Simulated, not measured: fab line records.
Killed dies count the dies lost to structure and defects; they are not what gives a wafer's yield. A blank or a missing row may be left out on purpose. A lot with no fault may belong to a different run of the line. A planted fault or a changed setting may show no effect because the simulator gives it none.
Struck lot and sound lot, side by side :: flow rit cmos :: 14 steps out of a route of 202
Sound: these wafers, L905.2, L905.3, L905.6. Wafers struck: L920.2, L920.3, L920.6. Last of all comes the cause.
Each step with rows lists, per side, the tool, then ch with its chambers, then its first start. Under that, the readings that differ: sound wafers :: struck wafers :: difference of the means :: sigmas: that difference in standard deviations of wafers without a fault.
alike: readings whose means differ by less than 2 such deviations, and words and numbers that are the same on both sides. not compared: withheld readings, readings that some wafer has no value for, bounds like >300 that may hide the same value, and numbers for which the record gives no deviation and whose values overlap.
Wherever a step has rows on one side only, a row that says differs or no value, or a row with sigmas, the two part there. Non-overlapping numbers with no deviation appear without sigmas and do not part them. A reading missing from all wafers of one side parts the sides only when that side holds two or more wafers.

first, 2 steps without rows for these wafers: RIT_NWELL_PEB_04; RIT_NWELL_DEVELOP_05 (develop time 68 s).
RIT_NWELL_OVL_MEAS_06:
  sound on overlay-01, day 1 22:34; struck on overlay-01, day 5 00:53
reading: NWELL_OVL (nm)
sound: -0.7 -1.6 -3.4
struck: 2.2 2.8 3.0
difference: +4.6
sigmas: +3
then, 2 steps without rows for these wafers: RIT_NWELL_HARDBAKE_07 (time 120 s); RIT_NWELL_IMPLANT_08.
RIT_NWELL_STRIP_09: strips in O2, time 180 s.
  sound on plasma asher-02 ch 1, day 1 23:00; struck on plasma asher-01 ch 0,1, day 5 01:19
  alike: drypump motor current A
  not compared: rf hours counter h
RIT_NWELL_TW_MEAS_10:
  sound on film metro-03, day 1 23:11; struck on film metro-02, day 5 01:30
  alike: NWELL_TW
then, 5 steps without rows for these wafers: RIT_PWELL_HMDS_00 (prime time 60 s); RIT_PWELL_COAT_01 (resist thk 1300 nm); RIT_PWELL_SOFTBAKE_02 (time 60 s); RIT_PWELL_EXPOSE_03 (exposes mask M3, target cd 43700 nm); RIT_PWELL_PEB_04.
RIT_PWELL_DEVELOP_05: develop time 68 s.
  struck on litho track-02, day 5 02:00; sound on litho track-01 ch 0, day 1 23:00
  no value came back on the struck wafers for chill plate temp C (C), develop time s (s), exhaust pa (Pa); on the sound wafers chill plate temp C (C) reads 23.12 23.10 23.18
RIT_PWELL_OVL_MEAS_06:
  sound on overlay-02, day 2 00:07; struck on overlay-02, day 5 02:26
reading: PWELL_OVL (nm)
sound: 1.1 1.0 1.4
struck: - - -
difference: no value on the struck wafers
sigmas: 

== WHERE THEY PART ==
Last at RIT_PWELL_OVL_MEAS_06 as far as this record goes, first at RIT_NWELL_OVL_MEAS_06.

WHY: whatever the simulator had introduced
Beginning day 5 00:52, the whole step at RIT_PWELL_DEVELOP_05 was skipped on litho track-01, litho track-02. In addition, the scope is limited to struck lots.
